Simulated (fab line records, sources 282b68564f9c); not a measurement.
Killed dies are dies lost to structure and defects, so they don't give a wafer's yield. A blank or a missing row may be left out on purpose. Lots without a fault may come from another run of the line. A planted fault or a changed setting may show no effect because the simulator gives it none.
fab line records | flow rit_cmos
record lots=13 wafers=39 last_day=7
route steps=202 shown ACTIVE@12 NWELL@31 FOX2@80 PLDD@123 M1@202
lots that met no fault: from a run of the same line without faults
start_h: hours from the record's first day to the start of the lot's first wafer shown | wait_h: hours since the lot's step before | " the same as in the row above | L1.1+2: a row that stands for several wafers | - no value, or no start given | * or withheld: withheld | < > ~ a bound
route shown NAME@n: a module of which the file shows steps, and the number in the route of the first | usual: mean/standard deviation of fault-free wafers | same: alike in all rows | chamber/n: place in a boat | sites: the reading at each site | _std_site: their standard deviation | _edge_site: outer sites' mean less inner sites' | radius_mm: how far each site lies from the wafer's centre | mask NAME#n: copy n | behind: the tool/chamber that last shaped the wafer | hold: why the lot was held/for how many hours/how that ended | device: the transistor (n, p or np) that didn't switch | end of line: the same wafers' tests at the end of the route | a step without rows: its recipe alone | killed: dies lost to structure and defects at the first sort, not the wafer's yield | map: a wafer's dies, x killed, . not, _ none there
set.NAME: the setting as run; set.NAME@STEP: as run at that earlier step | model.NAME: the simulator's own value behind a step, which no gauge read
steps of the route over a sample of lots; a table a step, a row a wafer
services: from which hour (start_h, from the record's first day; less than 0 if before it) a tool's chamber was out of use, for how many hours, and why
## steps
# step RIT_ACTIVE_CD_MEAS_11
# recipe target_cd_nm=1400
# usual cd_nm=1399.9/2.4
# columns lot.wafer tool chamber start_h wait_h cd_nm
L729.2 cd_sem-01 - 14.58 - 1397.8
L729.5 " - " " 1396.2
L729.6 " - " " 1396.3
L730.3 cd_sem-01 - 20.97 - 1398.8
L730.4 " - " " 1402.2
L730.6 " - " " 1400.7
L733.3 cd_sem-01 - 35.46 - 1400.3
L733.4 " - " " 1398.1
L733.5 " - " " 1399.2
L739.3 cd_sem-01 - 65.38 - 1398.0
L739.5 " - " " 1398.4
L739.6 " - " " 1399.6
L741.2 cd_sem-01 - 75.44 - 1398.6
L741.5 " - " " 1397.1
L741.6 " - " " 1398.4
L744.3 cd_sem-01 - 89.90 - 1396.0
L744.4 " - " " 1397.6
L744.5 " - " " 1397.5
L745.2 cd_sem-01 - 94.73 - 1396.7
L745.4 " - " " 1398.9
L745.6 " - " " 1397.9
L746.3 cd_sem-01 - 100.27 - 1402.9
L746.4 " - " " 1401.1
L746.5 " - " " 1401.3
L747.2 cd_sem-02 - 104.75 - 1402.8
L747.3 " - " " 1399.8
L747.6 " - " " 1400.8
L748.1 cd_sem-01 - 111.48 - 1400.9
L748.4 " - " " 1403.4
L748.5 " - " " 1403.1
L749.3 cd_sem-01 - 114.86 - 1396.7
L749.5 " - " " 1397.0
L749.6 " - " " 1399.4
L750.1 cd_sem-01 - 120.32 - 1402.5
L750.3 " - " " 1402.8
L750.4 " - " " 1401.7
L752.4 cd_sem-02 - 130.48 - 1402.9
L752.5 " - " " 1403.4
L752.6 " - " " 1403.7
# step RIT_NWELL_EXPOSE_03
# recipe mask_id=M2 na=0.57 target_cd_nm=43900 dose_mj=250
# columns lot.wafer tool chamber start_h wait_h mask
L729.2+5+6 iline_stepper-02 0 22.16 0.2 M2#0
L730.3+4+6 iline_stepper-02 0 26.95 0.1 M2#0
L733.3+4+5 iline_stepper-02 0 41.51 0.2 M3#0
L739.3+5+6 iline_stepper-02 0 72.36 0.2 M2#0
L741.2+5+6 iline_stepper-01 0 83.53 0.1 M2#0
L744.3+4+5 iline_stepper-02 0 97.37 0.1 M2#0
L745.2+4+6 iline_stepper-02 0 100.50 0.1 M2#0
L746.3+4+5 iline_stepper-01 0 107.98 0.2 M2#0
L747.2+3+6 iline_stepper-02 0 113.44 0.2 M2#0
L748.1+4+5 iline_stepper-01 0 117.95 0.2 M2#0
L749.3+5+6 iline_stepper-02 0 120.93 0.2 M2#0
L750.1+3+4 iline_stepper-02 0 127.34 0.1 M2#0
L752.4+5+6 iline_stepper-01 0 137.08 0.2 M2#0
# step RIT_NWELL_OVL_MEAS_06
# usual NWELL_OVL=0.4/1.5
# columns lot.wafer tool chamber start_h wait_h NWELL_OVL[nm]
L729.2 overlay-01 - 22.58 - 4.3
L729.5 " - " " 2.4
L729.6 " - " " 1.5
L730.3 overlay-02 - 27.35 - 0.8
L730.4 " - " " 1.6
L730.6 " - " " 0.0
L733.3 overlay-01 - 41.92 - -
L733.4 " - " " -
L733.5 " - " " -
L739.3 overlay-01 - 72.76 - 0.6
L739.5 " - " " -0.8
L739.6 " - " " -1.1
L741.2 overlay-02 - 83.95 - -0.7
L741.5 " - " " 1.3
L741.6 " - " " -2.0
L744.3 overlay-02 - 97.77 - 1.5
L744.4 " - " " 1.5
L744.5 " - " " 1.8
L745.2 overlay-02 - 100.95 - 0.5
L745.4 " - " " -0.6
L745.6 " - " " 2.4
L746.3 overlay-02 - 108.38 - -0.1
L746.4 " - " " -0.3
L746.5 " - " " -1.1
L747.2 overlay-01 - 113.86 - 2.2
L747.3 " - " " 3.8
L747.6 " - " " 1.1
L748.1 overlay-02 - 118.38 - -3.0
L748.4 " - " " -0.4
L748.5 " - " " -2.1
L749.3 overlay-01 - 121.33 - 2.3
L749.5 " - " " 2.7
L749.6 " - " " 3.4
L750.1 overlay-02 - 127.77 - -2.0
L750.3 " - " " -0.8
L750.4 " - " " -0.5
L752.4 overlay-02 - 137.51 - 0.5
L752.5 " - " " -0.9
L752.6 " - " " 0.3
# step RIT_NWELL_TW_MEAS_10
# usual NWELL_TW=2148/14
# columns lot.wafer tool chamber start_h wait_h hold NWELL_TW
L729.2 film_metro-03 - 23.20 0.1 - 2147
L729.5 " - " " - 2156
L729.6 " - " " - 2138
L730.3 film_metro-03 - 27.97 0.1 - 2153
L730.4 " - " " - 2148
L730.6 " - " " - 2141
L733.3 film_metro-02 - 42.54 0.1 await_dispo/0.2h/release 30
L733.4 " - " " await_dispo/0.2h/release 30
L733.5 " - " " await_dispo/0.2h/release 30
L733.3 film_metro-02 - 42.76 0.2 - 30
L733.4 " - " " - 30
L733.5 " - " " - 30
L739.3 film_metro-03 - 73.38 0.1 - 2138
L739.5 " - " " - 2157
L739.6 " - " " - 2144
L741.2 film_metro-04 - 84.57 0.1 - 2160
L741.5 " - " " - 2149
L741.6 " - " " - 2155
L744.3 film_metro-04 - 98.39 0.1 - 2178
L744.4 " - " " - 2186
L744.5 " - " " - 2185
L745.2 film_metro-03 - 101.57 0.1 - 2137
L745.4 " - " " - 2142
L745.6 " - " " - 2144
L746.3 film_metro-04 - 109.00 0.1 - 2159
L746.4 " - " " - 2174
L746.5 " - " " - 2163
L747.2 film_metro-02 - 114.47 0.1 - 2114
L747.3 " - " " - 2136
L747.6 " - " " - 2125
L748.1 film_metro-02 - 118.99 0.1 - 2134
L748.4 " - " " - 2133
L748.5 " - " " - 2126
L749.3 film_metro-03 - 121.95 0.1 - 2152
L749.5 " - " " - 2165
L749.6 " - " " - 2159
L750.1 film_metro-02 - 128.38 0.1 - 2161
L750.3 " - " " - 2158
L750.4 " - " " - 2144
L752.4 film_metro-04 - 138.34 0.1 - 2153
L752.5 " - " " - 2154
L752.6 " - " " - 2150
# step RIT_FOX2_THK_MEAS_91
# recipe reads=SiO2_of_FOX2_OXIDATION_00
# usual FIELD_OXIDE_LEFT_2_THK=257/6.2
# columns lot.wafer tool chamber start_h wait_h FIELD_OXIDE_LEFT_2_THK[nm]
L729.2 film_metro-03 - 33.79 0.0 263
L729.5 " - " " 262
L729.6 " - " " 266
L730.3 film_metro-04 - 40.13 0.0 254
L730.4 " - " " 254
L730.6 " - " " 251
L739.3 film_metro-01 - 85.72 0.0 263
L739.5 " - " " 263
L739.6 " - " " 261
L741.2 film_metro-04 - 96.97 0.0 253
L741.5 " - " " 254
L741.6 " - " " 253
L744.3 film_metro-01 - 109.15 0.0 270
L744.4 " - " " 268
L744.5 " - " " 268
L745.2 film_metro-01 - 113.99 0.0 258
L745.4 " - " " 261
L745.6 " - " " 258
L746.3 film_metro-04 - 119.65 0.0 253
L746.4 " - " " 254
L746.5 " - " " 252
L747.2 film_metro-03 - 127.29 0.0 250
L747.3 " - " " 250
L747.6 " - " " 253
L748.1 film_metro-04 - 131.33 0.0 253
L748.4 " - " " 249
L748.5 " - " " 251
L749.3 film_metro-04 - 133.01 0.0 255
L749.5 " - " " 251
L749.6 " - " " 257
L750.1 film_metro-04 - 139.42 0.0 255
L750.3 " - " " 265
L750.4 " - " " 254
L752.4 film_metro-01 - 149.56 0.0 258
L752.5 " - " " 261
L752.6 " - " " 260
# step RIT_PLDD_STRIP_09
# recipe chemistry=O2 time_s=180 resist=NOVOLAK platen_temp_c=withheld power_w=500 pressure_mtorr=4000 o2_flow_sccm=4000
# usual chamber_pressure_mTorr=4000/3.5 drypump_motor_current_A=5.94/0.22 rf_refl_power_W=6.4/0.85
# columns lot.wafer tool chamber start_h wait_h chamber_pressure_mTorr drypump_motor_current_A rf_hours_counter_h rf_refl_power_W
L729.2 plasma_asher-02 1 45.33 0.1 3997 6.19 40 7.5
L729.5 " 1 " " 3995 6.15 - 7.4
L729.6 " 0 " " 3997 5.83 - 6.4
L730.3 plasma_asher-03 1 52.80 0.1 4002 5.80 - 7.0
L730.4 " 0 " " 3998 6.06 - 5.1
L730.6 " 1 " " 3997 5.82 - 7.0
L739.3 plasma_asher-01 0 98.69 0.1 4000 6.23 - 6.4
L739.5 " 0 " " 3997 6.21 - 6.5
L739.6 " 1 " " 4001 5.54 - 6.3
L741.2 plasma_asher-03 0 108.76 0.1 4004 6.02 32 5.0
L741.5 " 1 " " 3998 5.77 - 6.9
L741.6 " 0 " " 4004 6.04 - 5.2
L744.3 plasma_asher-03 0 121.02 0.1 4005 6.06 - 5.1
L744.4 " 1 " " 4002 5.82 - 7.0
L744.5 " 0 " " 3997 6.05 - 5.2
L745.2 plasma_asher-03 1 126.11 0.1 4000 5.79 34 7.1
L745.4 " 1 " " 4007 5.80 - 7.0
L745.6 " 1 " " 4000 5.81 - 7.1
L746.3 plasma_asher-03 1 133.33 0.1 4001 5.79 - 6.8
L746.4 " 0 " " 3999 6.06 - 4.9
L746.5 " 0 " " 3997 6.06 - 4.9
L747.2 plasma_asher-03 0 138.88 0.1 4004 6.06 36 5.4
L747.3 " 0 " " 3994 6.03 - 5.1
L747.6 " 0 " " 3995 6.06 - 5.4
L748.1 plasma_asher-01 0 142.69 0.1 3993 6.23 51 6.4
L748.4 " 0 " " 4001 6.25 - 6.4
L748.5 " 1 " " 3999 5.54 - 6.3
L749.3 plasma_asher-02 1 144.82 0.1 3998 6.12 - 7.2
L749.5 " 0 " " 3999 5.84 - 6.4
L749.6 " 1 " " 3999 6.13 - 7.3
L750.1 plasma_asher-01 1 151.59 0.1 3995 5.54 52 6.1
L750.3 " 0 " " 4003 6.23 - 6.2
L750.4 " 1 " " 3996 5.54 - 6.1
L752.4 plasma_asher-02 1 160.04 0.1 4008 6.18 - 6.9
L752.5 " 0 " " 3996 5.84 - 6.3
L752.6 " 1 " " 4004 6.18 - 7.2
# step RIT_M1_PROBE_99
# usual defect_limited_yield=97.2/0.95 killed_at_M0_to_M3=0.0/0.16 killed_at_front_end=7.2/2.5 killed_dies=7.3/2.5 killed_on_rim=2.0/1.4 killed_open=3.8/1.9 killed_short=3.5/1.8 sort_bin_3_pad_short=0.1/0.23 sort_bin_5_function=1.6/0.74 sort_bin_6_memory=1.0/0.65 sort_n_pass=256.7/2.5 sort_yield_pct=97.2/0.95
# same gross_dies=264 killed_at_M4_up=0 killed_at_back_side=0 killed_at_contacts=0 killed_at_other=0
# columns lot.wafer tool chamber start_h wait_h defect_limited_yield[%] killed_at_M0_to_M3 killed_at_front_end killed_dies killed_on_rim killed_open killed_short sort_bin_3_pad_short[%] sort_bin_5_function[%] sort_bin_6_memory[%] sort_n_pass sort_yield_pct[%]
L729.2 prober-02 - 59.43 0.1 98.1 0 5 5 1 3 2 0.4 1.1 0.4 259.0 98.1
L729.5 prober-02 - 59.58 0.2 97.7 0 6 6 3 3 3 0 1.1 1.1 258.0 97.7
L729.6 prober-02 - 59.63 0.2 95.8 0 11 11 3 7 4 0.4 1.1 2.7 253.0 95.8
L730.3 prober-01 - 66.55 0.2 98.1 0 5 5 2 5 0 0 0.8 1.1 259.0 98.1
L730.4 prober-01 - 66.60 0.2 95.8 0 11 11 2 4 7 0.4 3.0 0.8 253.0 95.8
L730.6 prober-01 - 66.70 0.2 97.0 0 8 8 1 4 4 0.4 1.9 0.8 256.0 97.0
L739.3 prober-01 - 112.27 0.2 98.1 0 5 5 1 3 2 0 1.5 0.4 259.0 98.1
L739.5 prober-01 - 112.37 0.2 98.5 0 4 4 3 1 3 0 0.8 0.8 260.0 98.5
L739.6 prober-01 - 112.42 0.2 96.6 0 9 9 2 5 4 0 1.5 1.9 255.0 96.6
L741.2 prober-02 - 123.75 0.1 97.0 0 8 8 2 3 5 0.4 0.8 1.9 256.0 97.0
L741.5 prober-02 - 123.90 0.2 97.0 0 8 8 1 3 5 0 2.7 0.4 256.0 97.0
L741.6 prober-02 - 123.95 0.2 96.2 0 10 10 4 3 7 0 1.9 1.9 254.0 96.2
L744.3 prober-01 - 134.73 0.2 97.3 0 7 7 3 0 7 0 2.3 0.4 257.0 97.3
L744.4 prober-01 - 134.78 0.2 96.6 0 9 9 3 5 4 0 1.1 2.3 255.0 96.6
L744.5 prober-01 - 134.83 0.2 97.7 0 6 6 3 3 3 0 1.5 0.8 258.0 97.7
L745.2 prober-02 - 140.09 0.1 97.3 1 6 7 2 2 5 0 0.8 1.9 257.0 97.3
L745.4 prober-02 - 140.19 0.2 97.0 0 8 8 0 5 3 0 1.9 1.1 256.0 97.0
L745.6 prober-02 - 140.29 0.2 96.2 0 10 10 2 6 4 0 1.5 2.3 254.0 96.2
L746.3 prober-01 - 147.25 0.2 97.3 0 7 7 0 3 4 0.4 0.8 1.5 257.0 97.3
L746.4 prober-01 - 147.30 0.2 98.5 0 4 4 0 2 2 0 1.5 0 260.0 98.5
L746.5 prober-01 - 147.35 0.2 96.2 0 10 10 4 4 6 0 2.3 1.5 254.0 96.2
L747.2 prober-02 - 152.81 0.1 96.6 0 9 9 4 5 4 0 3.0 0.4 255.0 96.6
L747.3 prober-02 - 152.86 0.2 95.8 0 11 11 2 6 5 0 1.9 2.3 253.0 95.8
L747.6 prober-02 - 153.01 0.2 96.6 0 9 9 0 5 4 0 2.3 1.1 255.0 96.6
L748.1 prober-01 - 157.11 0.1 96.6 0 9 9 5 5 4 0 1.9 1.5 255.0 96.6
L748.4 prober-01 - 157.26 0.2 98.1 0 5 5 1 1 4 0 0.8 1.1 259.0 98.1
L748.5 prober-01 - 157.31 0.2 97.0 0 8 8 2 6 2 0 0.8 2.3 256.0 97.0
L749.3 prober-02 - 160.01 0.2 96.6 0 9 9 3 5 4 0 2.7 0.8 255.0 96.6
L749.5 prober-02 - 160.11 0.2 98.5 0 4 4 1 1 3 0.4 1.1 0 260.0 98.5
L749.6 prober-02 - 160.16 0.2 96.6 0 9 9 2 3 6 0 2.3 1.1 255.0 96.6
L750.1 prober-01 - 166.26 0.1 97.7 0 6 6 2 3 3 0.4 0.4 1.5 258.0 97.7
L750.3 prober-01 - 166.36 0.2 98.1 1 4 5 2 1 3 0 1.1 0.8 259.0 98.1
L750.4 prober-01 - 166.41 0.2 97.7 0 6 6 1 3 3 0 1.9 0.4 258.0 97.7
L752.4 prober-01 - 173.95 0.2 96.6 0 9 9 3 4 5 0.4 2.3 0.8 255.0 96.6
L752.5 prober-01 - 174.00 0.2 98.5 0 4 4 1 3 1 0.4 0.4 0.8 260.0 98.5
L752.6 prober-01 - 174.05 0.2 98.5 0 4 4 1 2 2 0 0.8 0.8 260.0 98.5
# killed by level:class
L729.2 REOX:geometric_particle:short=1 REOX:geometric_particle:open=1 SPACER:geometric_particle:open=1 SILICIDE:geometric_particle:short=1 SILICIDE:geometric_particle:open=1
L729.5 FOX1:geometric_particle:short=3 GATE:geometric_particle:open=2 REOX:geometric_particle:open=1
L729.6 GATE:geometric_particle:open=3 REOX:geometric_particle:short=3 SPACER:geometric_particle:open=2 FOX1:geometric_particle:open=1 FOX1:geometric_particle:short=1 REOX:geometric_particle:open=1
L730.3 GATE:geometric_particle:open=3 REOX:geometric_particle:open=1 SPACER:geometric_particle:open=1
L730.4 REOX:geometric_particle:open=2 REOX:geometric_particle:short=2 SILICIDE:geometric_particle:short=2 FOX1:geometric_particle:short=1 FOX2:geometric_particle:open=1 FOX2:geometric_particle:short=1 GATE:geometric_particle:short=1 SILICIDE:geometric_particle:open=1
L730.6 FOX2:geometric_particle:short=2 GATE:geometric_particle:open=2 FOX1:geometric_particle:short=1 REOX:geometric_particle:short=1 SPACER:geometric_particle:open=1 SILICIDE:geometric_particle:open=1
L739.3 GATE:geometric_particle:short=2 SPACER:geometric_particle:open=2 GATE:geometric_particle:open=1
L739.5 FOX1:geometric_particle:short=1 FOX1:geometric_particle:open=1 FOX2:geometric_particle:short=1 GATE:geometric_particle:short=1
L739.6 SILICIDE:geometric_particle:open=5 GATE:geometric_particle:short=3 SILICIDE:geometric_particle:short=1
L741.2 GATE:geometric_particle:short=2 REOX:geometric_particle:short=2 FOX1:geometric_particle:open=1 FOX1:geometric_particle:short=1 SPACER:geometric_particle:open=1 SILICIDE:geometric_particle:open=1
L741.5 GATE:geometric_particle:short=3 FOX2:geometric_particle:short=2 GATE:geometric_particle:open=2 SILICIDE:geometric_particle:open=1
L741.6 FOX2:geometric_particle:short=3 GATE:geometric_particle:open=2 FOX1:geometric_particle:open=1 GATE:geometric_particle:short=1 REOX:geometric_particle:short=1 SPACER:geometric_particle:short=1 SILICIDE:geometric_particle:short=1
L744.3 SILICIDE:geometric_particle:short=3 GATE:geometric_particle:short=2 FOX1:geometric_particle:short=1 FOX2:geometric_particle:short=1
L744.4 FOX1:geometric_particle:short=2 FOX2:geometric_particle:open=2 FOX1:geometric_particle:open=1 GATE:geometric_particle:open=1 GATE:geometric_particle:short=1 REOX:geometric_particle:short=1 REOX:geometric_particle:open=1
L744.5 GATE:geometric_particle:short=1 GATE:geometric_particle:open=1 REOX:geometric_particle:short=1 REOX:geometric_particle:open=1 SPACER:geometric_particle:short=1 SILICIDE:geometric_particle:open=1
L745.2 GATE:geometric_particle:short=2 REOX:geometric_particle:short=2 SPACER:geometric_particle:open=2 M1:geometric_particle:short=1
L745.4 GATE:geometric_particle:short=3 GATE:geometric_particle:open=3 FOX1:geometric_particle:open=1 SPACER:geometric_particle:open=1
L745.6 GATE:geometric_particle:short=3 REOX:geometric_particle:open=3 SPACER:geometric_particle:open=2 SPACER:geometric_particle:short=1 STARTING-WAFER:geometric_particle:open=1
L746.3 FOX1:geometric_particle:short=2 FOX1:geometric_particle:open=1 GATE:geometric_particle:open=1 GATE:geometric_particle:short=1 REOX:geometric_particle:short=1 SILICIDE:geometric_particle:open=1
L746.4 FOX1:geometric_particle:short=1 GATE:geometric_particle:open=1 REOX:geometric_particle:short=1 SILICIDE:geometric_particle:open=1
L746.5 GATE:geometric_particle:short=4 FOX1:geometric_particle:short=2 FOX1:geometric_particle:open=1 GATE:geometric_particle:open=1 REOX:geometric_particle:open=1 SILICIDE:geometric_particle:open=1
L747.2 GATE:geometric_particle:short=4 GATE:geometric_particle:open=3 FOX1:geometric_particle:open=1 REOX:geometric_particle:open=1
L747.3 FOX1:geometric_particle:open=2 FOX2:geometric_particle:open=2 GATE:geometric_particle:open=2 SILICIDE:geometric_particle:short=2 FOX1:geometric_particle:short=1 FOX2:geometric_particle:short=1 SPACER:geometric_particle:short=1
L747.6 GATE:geometric_particle:open=4 FOX1:geometric_particle:short=3 GATE:geometric_particle:short=1 REOX:geometric_particle:open=1
L748.1 GATE:geometric_particle:open=3 REOX:geometric_particle:short=2 SILICIDE:geometric_particle:open=2 GATE:geometric_particle:short=1 SPACER:geometric_particle:short=1
L748.4 FOX2:geometric_particle:short=2 FOX1:geometric_particle:open=1 FOX1:geometric_particle:short=1 SPACER:geometric_particle:short=1
L748.5 REOX:geometric_particle:open=2 SILICIDE:geometric_particle:short=2 SILICIDE:geometric_particle:open=2 FOX1:geometric_particle:open=1 GATE:geometric_particle:open=1
L749.3 GATE:geometric_particle:open=3 GATE:geometric_particle:short=1 REOX:geometric_particle:short=1 SPACER:geometric_particle:open=1 SPACER:geometric_particle:short=1 SILICIDE:geometric_particle:open=1 SILICIDE:geometric_particle:short=1
L749.5 GATE:geometric_particle:short=1 REOX:geometric_particle:open=1 SPACER:geometric_particle:short=1 SILICIDE:geometric_particle:short=1
L749.6 REOX:geometric_particle:short=3 GATE:geometric_particle:short=2 GATE:geometric_particle:open=1 SPACER:geometric_particle:open=1 SILICIDE:geometric_particle:open=1 SILICIDE:geometric_particle:short=1
L750.1 FOX1:geometric_particle:short=2 FOX1:geometric_particle:open=1 GATE:geometric_particle:open=1 SILICIDE:geometric_particle:open=1 SILICIDE:geometric_particle:short=1
L750.3 GATE:geometric_particle:short=1 REOX:geometric_particle:open=1 REOX:geometric_particle:short=1 SPACER:geometric_particle:short=1 M1:coat_microbubble_printed=1
L750.4 GATE:geometric_particle:short=2 GATE:geometric_particle:open=1 REOX:geometric_particle:open=1 REOX:geometric_particle:short=1 SPACER:geometric_particle:open=1
L752.4 FOX1:geometric_particle:short=3 FOX2:geometric_particle:open=2 FOX2:geometric_particle:short=1 GATE:geometric_particle:open=1 REOX:geometric_particle:short=1 SILICIDE:geometric_particle:open=1
L752.5 REOX:geometric_particle:open=2 FOX2:geometric_particle:open=1 GATE:geometric_particle:short=1
L752.6 FOX1:geometric_particle:open=1 FOX2:geometric_particle:short=1 GATE:geometric_particle:short=1 SPACER:geometric_particle:open=1
## services
# columns tool chamber start_h hours kind
iline_stepper-02 0 19.66 - calibration
plasma_asher-03 - 24.30 2.2 repair
plasma_asher-02 - 79.75 1.5 repair
plasma_asher-03 - 80.05 2.8 pm
iline_stepper-01 0 81.80 - calibration
plasma_asher-01 - 86.60 2.0 repair
iline_stepper-02 - 141.08 2.1 pm
iline_stepper-02 - 143.16 - consumable_replace:lamp
## key
first_sign step=RIT_NWELL_EXPOSE_03 reading=mask direction=changed
effect step=RIT_NWELL_OVL_MEAS_06 reading=NWELL_OVL direction=missing
effect step=RIT_NWELL_TW_MEAS_10 reading=visit direction=added
effect step=RIT_NWELL_TW_MEAS_10 reading=NWELL_TW direction=down sigmas=99+ usual=2148 struck=30
met_at RIT_NWELL_EXPOSE_03
struck_lots L733
scrapped_behind RIT_NWELL_TW_MEAS_10 L733.3,L733.4,L733.5
not_acting_at RIT_ACTIVE_CD_MEAS_11,RIT_FOX2_THK_MEAS_91,RIT_PLDD_STRIP_09
onset_between 26.95 41.51
fault kind=wrong_mask tool=any chamber=- onset_h=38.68 steps=RIT_NWELL_EXPOSE_03 aux_copy=M3#0 scope=struck_lots_only
